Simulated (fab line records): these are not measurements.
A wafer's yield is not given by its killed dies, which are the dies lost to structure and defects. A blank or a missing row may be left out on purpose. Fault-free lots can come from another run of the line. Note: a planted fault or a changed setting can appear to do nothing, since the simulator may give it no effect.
Which tool did it? | flow berkeley-cmos170 | 15 lots with 45 wafers sampled at 3 steps, on a route of 331 steps

## WHAT EACH GAUGE READ, for each wafer
UCB170_CONTACT_OVL_MEAS_16. Usual: CONTACT_OVL typically reads 1 nm, with standard deviation 4.9.
lot  | measured     | on         | CONTACT_OVL (nm) | flag
L662 | day 7 10:44  | overlay-01 | -3 -2 5          |
L663 | day 7 10:59  | overlay-02 | -7 -6 -2         |
L665 | day 7 16:08  | overlay-02 | -3 -5 4          |
L664 | day 7 17:57  | overlay-01 | -8 -10 -5        |
L666 | day 8 06:53  | overlay-02 | -1 8 5           |
L667 | day 8 07:09  | overlay-01 | 3 14 12          |
L670 | day 8 22:11  | overlay-02 | -2 -1 -6         |
L671 | day 9 11:07  | overlay-02 | 4 -1 -2          |
L672 | day 9 11:20  | overlay-01 | 5 1 3            |
L673 | day 9 21:52  | overlay-02 | 6 5 1            |
L674 | day 9 22:07  | overlay-01 | 5 6 7            |
L678 | day 10 16:02 | overlay-01 | -2 0 -1          |
L681 | day 11 07:01 | overlay-01 | 1 8 1            |
L682 | day 11 19:01 | overlay-02 | 3 0 -5           |
L685 | day 11 21:25 | overlay-01 | -4 -1 -4         |

UCB170_V1_BOW_MEAS_03. Usual: V1_BOW typically reads 19 um, with standard deviation 7.1.
lot  | measured     | on            | V1_BOW (um) | flag
L662 | day 7 17:29  | film-metro-01 | 19 20 33    |
L663 | day 7 17:46  | film-metro-02 | 18 24 18    |
L665 | day 8 00:41  | film-metro-04 | 18 3 4      |
L664 | day 8 00:43  | film-metro-02 | 12 22 15    |
L666 | day 8 16:41  | film-metro-01 | 19 16 28    |
L667 | day 8 16:44  | film-metro-04 | 21 14 11    |
L670 | day 9 08:06  | film-metro-01 | 23 17 23    |
L671 | day 9 21:12  | film-metro-01 | 11 26 29    |
L672 | day 9 21:10  | film-metro-04 | 6 13 17     |
L673 | day 10 06:28 | film-metro-04 | 29 27 10    |
L674 | day 10 06:29 | film-metro-02 | 22 16 11    |
L678 | day 10 23:38 | film-metro-04 | 26 24 8     |
L681 | day 11 15:02 | film-metro-04 | 29 6 27     |
L682 | day 12 04:25 | film-metro-04 | 4 4 28      |
L685 | day 12 04:43 | film-metro-02 | 19 14 13    |

## WHICH TOOL RAN EACH LOT (tool, then ch and the chambers of the sampled wafers, then the start)
lot  | UCB170_SILICIDE_RTA_04
L662 | rtp-anneal-02 ch 0, day 7 04:47
L663 | rtp-anneal-01 ch 0, day 7 05:06
L665 | rtp-anneal-01 ch 0, day 7 12:16
L664 | rtp-anneal-02 ch 0, day 7 12:58
L666 | rtp-anneal-01 ch 0, day 8 02:14
L667 | rtp-anneal-02 ch 0, day 8 02:34
L670 | rtp-anneal-02 ch 0, day 8 18:09
L671 | rtp-anneal-02 ch 0, day 9 05:25
L672 | rtp-anneal-01 ch 0, day 9 05:46
L673 | rtp-anneal-02 ch 0, day 9 17:31
L674 | rtp-anneal-01 ch 0, day 9 17:42
L678 | rtp-anneal-01 ch 0, day 10 11:52
L681 | rtp-anneal-01 ch 0, day 11 01:11
L682 | rtp-anneal-02 ch 0, day 11 11:17
L685 | rtp-anneal-01 ch 0, day 11 16:52
- UCB170_SILICIDE_RTA_04: time 15 s.

## AS READ BY THE TOOLS THEMSELVES (means over the sampled wafers that have a number; for cases with no such wafer, the mark the record gives instead)
UCB170_SILICIDE_RTA_04. Usual: lamp-power-pct 11.40 %, standard deviation 0.22; wafer_temp_C_max 653.4, standard deviation 0.67.
lot  | tool          | lamp-power-pct (%) | wafer_temp_C_max | flag
L662 | rtp-anneal-02 | 11.17              | 652.8            |
L663 | rtp-anneal-01 | 11.60              | 653.3            |
L665 | rtp-anneal-01 | 11.59              | 653.1            |
L664 | rtp-anneal-02 | 11.16              | 653.3            |
L666 | rtp-anneal-01 | 11.60              | 653.4            |
L667 | rtp-anneal-02 | 11.16              | 653.5            |
L670 | rtp-anneal-02 | 11.16              | 653.7            |
L671 | rtp-anneal-02 | 11.17              | 654.1            |
L672 | rtp-anneal-01 | 11.60              | 652.7            |
L673 | rtp-anneal-02 | 11.17              | 653.5            |
L674 | rtp-anneal-01 | 11.60              | 653.1            |
L678 | rtp-anneal-01 | 11.62              | 652.7            |
L681 | rtp-anneal-01 | 11.60              | 653.6            |
L682 | rtp-anneal-02 | 11.17              | 653.2            |
L685 | rtp-anneal-01 | 11.60              | 653.1            |

## THE ANSWER, worked out from the rows above alone
Rule: take the mean of a lot's wafers that have a number; if it is more than 3 standard deviations from the usual mean, the lot is off. A lot without any number at a reading at which 4 lots or more have one is off too. The other lots that the step has rows for count as sound. Order of review: gauges by route order, followed by the tools' own readings, for which a lot's mean as printed above is used. At the first step where some lot is off, the reading lying furthest off is the one used; lots without a number count as furthest.
None of the lots is off at any reading shown; this tells nothing.

## WHAT THE SIMULATOR HAD INSERTED
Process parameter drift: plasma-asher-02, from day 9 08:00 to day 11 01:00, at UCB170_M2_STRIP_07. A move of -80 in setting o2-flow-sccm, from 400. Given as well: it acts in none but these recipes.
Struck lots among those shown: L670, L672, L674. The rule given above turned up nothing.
